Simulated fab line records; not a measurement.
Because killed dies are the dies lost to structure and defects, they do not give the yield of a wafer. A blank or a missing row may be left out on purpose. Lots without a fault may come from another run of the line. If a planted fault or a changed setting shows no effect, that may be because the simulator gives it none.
fab line records | flow rit_cmos
record: lots: 13 | wafers: 39 | last_day: 7
route steps=202 shown PSD@145
lots with no fault: from the same line, run without faults
start_h: start of the lot's first displayed wafer, in hours after the record's first day | wait_h: hours elapsed since this lot's preceding step | " unchanged from the row above | L1.1+2: a single row standing in for several wafers | - no value, or no start was given | * or withheld: withheld | < > ~ a bound
route shown NAME@n: a module of which the file shows steps, and the number in the route of the first | usual: mean and standard deviation over wafers with no fault | same: alike in all rows | chamber/n: place in a boat | sites: the reading at each site | _std_site: standard deviation across them | _edge_site: outer sites' mean less inner sites' | radius_mm: how far each site lies from the wafer's centre | mask NAME#n: copy n | behind: tool/chamber where the wafer was last shaped | hold: why the lot was held/for how many hours/how that ended | device: names the non-switching transistor (n, p or np) | end of line: tests run on the same wafers once the route is complete | step lacking rows: just its recipe | killed: at the first sort, the dies lost to defects and structure; wafer yield is something else | map: a wafer's dies, marking killed ones x, the rest . and places with no die _
set.NAME: the setting that was run; set.NAME@STEP: the one run at that earlier step | model.NAME: the simulator's own value behind a step, which no gauge read
a sample of lots followed through the steps of the route, with each step as a table and each wafer as a row
services: a tool's chamber out of use, with start hour (start_h, from the record's first day; less than 0 if before it), hours out, and reason
== steps ==
step: RIT_PSD_EXPOSE_03
recipe: mask_id: M10 | na: 0.57 | target_cd_nm: 40900 | dose_mj: 250
usual: exposure_dose_mJ_cm2: 249.96/0.25 | reticle_temp_C: 23.01/0.11 | stage_vel_mm_s: 499.97/0.25
lot.wafer | tool             | chamber | start_h | wait_h | mask  | exposure_dose_mJ_cm2 | reticle_temp_C | stage_vel_mm_s
L230.2    | iline_stepper-02 | 0       | 47.65   | 0.1    | M10#0 | 249.99               | 23.05          | 500.20
L230.4    | "                | 0       | "       | "      | M10#0 | 249.92               | 23.17          | 500.14
L230.5    | "                | 0       | "       | "      | M10#0 | 250.33               | 23.12          | 500.19
L233.1    | iline_stepper-02 | 0       | 64.16   | 0.1    | M10#0 | 250.04               | 22.88          | 499.96
L233.4    | "                | 0       | "       | "      | M10#0 | 249.80               | 22.94          | 500.04
L233.6    | "                | 0       | "       | "      | M10#0 | 249.90               | 23.07          | 500.10
L234.2    | iline_stepper-01 | 0       | 69.40   | 0.2    | M10#0 | 249.96               | 23.08          | 500.13
L234.3    | "                | 0       | "       | "      | M10#0 | 249.77               | 22.86          | 499.98
L234.4    | "                | 0       | "       | "      | M10#0 | 249.58               | 23.05          | 500.11
L235.1    | iline_stepper-01 | 0       | 76.62   | 0.1    | M10#0 | 249.69               | 22.86          | 499.81
L235.3    | "                | 0       | "       | "      | M10#0 | 250.12               | 22.91          | 499.72
L235.4    | "                | 0       | "       | "      | M10#0 | 249.88               | 22.87          | 500.07
L236.1    | iline_stepper-02 | 0       | 79.48   | 0.2    | M10#0 | 250.16               | 23.20          | 500.36
L236.2    | "                | 0       | "       | "      | M10#0 | 250.28               | 23.06          | 500.23
L236.3    | "                | 0       | "       | "      | M10#0 | 250.02               | 23.12          | 500.36
L237.2    | iline_stepper-02 | 0       | 88.05   | 0.1    | M10#0 | 250.00               | 23.10          | 499.77
L237.3    | "                | 0       | "       | "      | M10#0 | 249.76               | 22.94          | 499.95
L237.4    | "                | 0       | "       | "      | M10#0 | 249.86               | 22.88          | 499.81
L238.1    | iline_stepper-01 | 0       | 90.08   | 0.2    | M10#0 | 250.21               | 23.12          | 499.64
L238.2    | "                | 0       | "       | "      | M10#0 | 250.11               | 22.98          | 499.81
L238.6    | "                | 0       | "       | "      | M10#0 | 249.99               | 23.09          | 499.83
L240.1    | iline_stepper-02 | 0       | 98.16   | 0.1    | M9#0  | 250.06               | 22.93          | 499.72
L240.3    | "                | 0       | "       | "      | M9#0  | 250.36               | 23.13          | 499.76
L240.6    | "                | 0       | "       | "      | M9#0  | 250.08               | 23.02          | 499.74
L242.2    | iline_stepper-02 | 0       | 107.34  | 0.1    | M10#0 | 249.79               | 22.79          | 499.77
L242.4    | "                | 0       | "       | "      | M10#0 | 250.17               | 23.03          | 499.83
L242.5    | "                | 0       | "       | "      | M10#0 | 250.10               | 22.75          | 499.63
L243.4    | iline_stepper-01 | 0       | 114.21  | 0.2    | M10#0 | 249.67               | 23.20          | 500.18
L243.5    | "                | 0       | "       | "      | M10#0 | 249.70               | 23.14          | 499.86
L243.6    | "                | 0       | "       | "      | M10#0 | 249.87               | 23.09          | 500.20
L251.2    | iline_stepper-02 | 0       | 155.23  | 0.2    | M10#0 | 249.36               | 22.95          | 500.36
L251.4    | "                | 0       | "       | "      | M10#0 | 249.73               | 22.95          | 500.15
L251.5    | "                | 0       | "       | "      | M10#0 | 249.71               | 23.03          | 499.60
L252.1    | iline_stepper-02 | 0       | 160.04  | 0.1    | M10#0 | 250.04               | 22.90          | 499.80
L252.5    | "                | 0       | "       | "      | M10#0 | 250.24               | 22.86          | 500.20
L252.6    | "                | 0       | "       | "      | M10#0 | 250.22               | 23.05          | 500.40
L253.2    | iline_stepper-01 | 0       | 165.45  | 0.2    | M10#0 | 249.62               | 22.97          | 499.81
L253.3    | "                | 0       | "       | "      | M10#0 | 249.75               | 23.31          | 499.86
L253.4    | "                | 0       | "       | "      | M10#0 | 249.83               | 22.91          | 500.13
step: RIT_PSD_OVL_MEAS_06
usual: PSD_OVL: 0.0/1.5
lot.wafer | tool       | chamber | start_h | wait_h | PSD_OVL[nm]
L230.2    | overlay-01 | -       | 48.03   | -      | 4.0
L230.4    | "          | -       | "       | "      | 2.0
L230.5    | "          | -       | "       | "      | 3.0
L233.1    | overlay-02 | -       | 64.56   | -      | 3.6
L233.4    | "          | -       | "       | "      | 2.5
L233.6    | "          | -       | "       | "      | 1.3
L234.2    | overlay-02 | -       | 69.85   | -      | 0.0
L234.3    | "          | -       | "       | "      | 0.0
L234.4    | "          | -       | "       | "      | -0.5
L235.1    | overlay-01 | -       | 77.02   | -      | -0.5
L235.3    | "          | -       | "       | "      | -1.0
L235.4    | "          | -       | "       | "      | 0.0
L236.1    | overlay-01 | -       | 79.88   | -      | 2.0
L236.2    | "          | -       | "       | "      | -0.3
L236.3    | "          | -       | "       | "      | 3.0
L237.2    | overlay-01 | -       | 88.44   | -      | 0.6
L237.3    | "          | -       | "       | "      | 1.3
L237.4    | "          | -       | "       | "      | 1.8
L238.1    | overlay-01 | -       | 90.48   | -      | -0.8
L238.2    | "          | -       | "       | "      | -0.7
L238.6    | "          | -       | "       | "      | 0.3
L240.1    | overlay-01 | -       | 98.56   | -      | -
L240.3    | "          | -       | "       | "      | -
L240.6    | "          | -       | "       | "      | -
L242.2    | overlay-02 | -       | 107.72  | -      | 1.0
L242.4    | "          | -       | "       | "      | 2.3
L242.5    | "          | -       | "       | "      | -0.2
L243.4    | overlay-01 | -       | 114.57  | -      | -0.8
L243.5    | "          | -       | "       | "      | 0.8
L243.6    | "          | -       | "       | "      | -0.6
L251.2    | overlay-01 | -       | 155.61  | -      | -3.2
L251.4    | "          | -       | "       | "      | -3.3
L251.5    | "          | -       | "       | "      | -2.0
L252.1    | overlay-02 | -       | 160.44  | -      | -0.8
L252.5    | "          | -       | "       | "      | -0.8
L252.6    | "          | -       | "       | "      | -0.5
L253.2    | overlay-02 | -       | 165.83  | -      | -0.8
L253.3    | "          | -       | "       | "      | -0.7
L253.4    | "          | -       | "       | "      | 0.1
step: RIT_PSD_TW_MEAS_10
usual: PSD_TW: 3431/15
lot.wafer | tool          | chamber | start_h | wait_h | PSD_TW
L230.2    | film_metro-04 | -       | 48.55   | 0.1    | 3444
L230.4    | "             | -       | "       | "      | 3434
L230.5    | "             | -       | "       | "      | 3438
L233.1    | film_metro-02 | -       | 65.07   | 0.1    | 3426
L233.4    | "             | -       | "       | "      | 3428
L233.6    | "             | -       | "       | "      | 3430
L234.2    | film_metro-04 | -       | 70.44   | 0.1    | 3413
L234.3    | "             | -       | "       | "      | 3439
L234.4    | "             | -       | "       | "      | 3442
L235.1    | film_metro-03 | -       | 77.54   | 0.1    | 3440
L235.3    | "             | -       | "       | "      | 3431
L235.4    | "             | -       | "       | "      | 3438
L236.1    | film_metro-04 | -       | 80.39   | 0.1    | 3429
L236.2    | "             | -       | "       | "      | 3417
L236.3    | "             | -       | "       | "      | 3416
L237.2    | film_metro-04 | -       | 88.96   | 0.1    | 3421
L237.3    | "             | -       | "       | "      | 3435
L237.4    | "             | -       | "       | "      | 3423
L238.1    | film_metro-04 | -       | 90.99   | 0.1    | 3416
L238.2    | "             | -       | "       | "      | 3432
L238.6    | "             | -       | "       | "      | 3431
L240.1    | film_metro-04 | -       | 99.07   | 0.1    | 30
L240.3    | "             | -       | "       | "      | 30
L240.6    | "             | -       | "       | "      | 30
L242.2    | film_metro-04 | -       | 108.24  | 0.1    | 3436
L242.4    | "             | -       | "       | "      | 3435
L242.5    | "             | -       | "       | "      | 3451
L243.4    | film_metro-02 | -       | 115.09  | 0.1    | 3427
L243.5    | "             | -       | "       | "      | 3426
L243.6    | "             | -       | "       | "      | 3433
L251.2    | film_metro-04 | -       | 156.13  | 0.1    | 3429
L251.4    | "             | -       | "       | "      | 3421
L251.5    | "             | -       | "       | "      | 3437
L252.1    | film_metro-04 | -       | 160.95  | 0.1    | 3436
L252.5    | "             | -       | "       | "      | 3419
L252.6    | "             | -       | "       | "      | 3420
L253.2    | film_metro-04 | -       | 166.56  | 0.1    | 3443
L253.3    | "             | -       | "       | "      | 3428
L253.4    | "             | -       | "       | "      | 3452
== services ==
tool             | chamber | start_h | hours | kind
iline_stepper-01 | -       | 135.02  | 2.7   | repair
== key ==
first_sign: step: RIT_PSD_EXPOSE_03 | reading: mask | direction: changed
effect: step: RIT_PSD_OVL_MEAS_06 | reading: PSD_OVL | direction: missing
effect: step: RIT_PSD_TW_MEAS_10 | reading: PSD_TW | direction: down | sigmas: 99+ | usual: 3431 | struck: 30
met_at RIT_PSD_EXPOSE_03
struck_lots L240
sort_left_out L240.1,L240.3,L240.6
tester_left_out L240
onset_between 88.05 98.16
fault: kind: wrong_mask | tool: any | chamber: - | onset_h: 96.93 | steps: RIT_PSD_EXPOSE_03 | aux_copy: M9#0 | scope: struck_lots_only
tester_left_out: of these lots the tester's yield and bins aren't shown, on N5 and GAA mostly nor the transistor test; their killed dies are dies lost to structure and defects alone, not to doping, threshold or leakage, so they don't give the yield
sort_left_out: the simulated sort isn't trusted on such a fault, so these wafers' sort isn't shown, and their yield isn't known
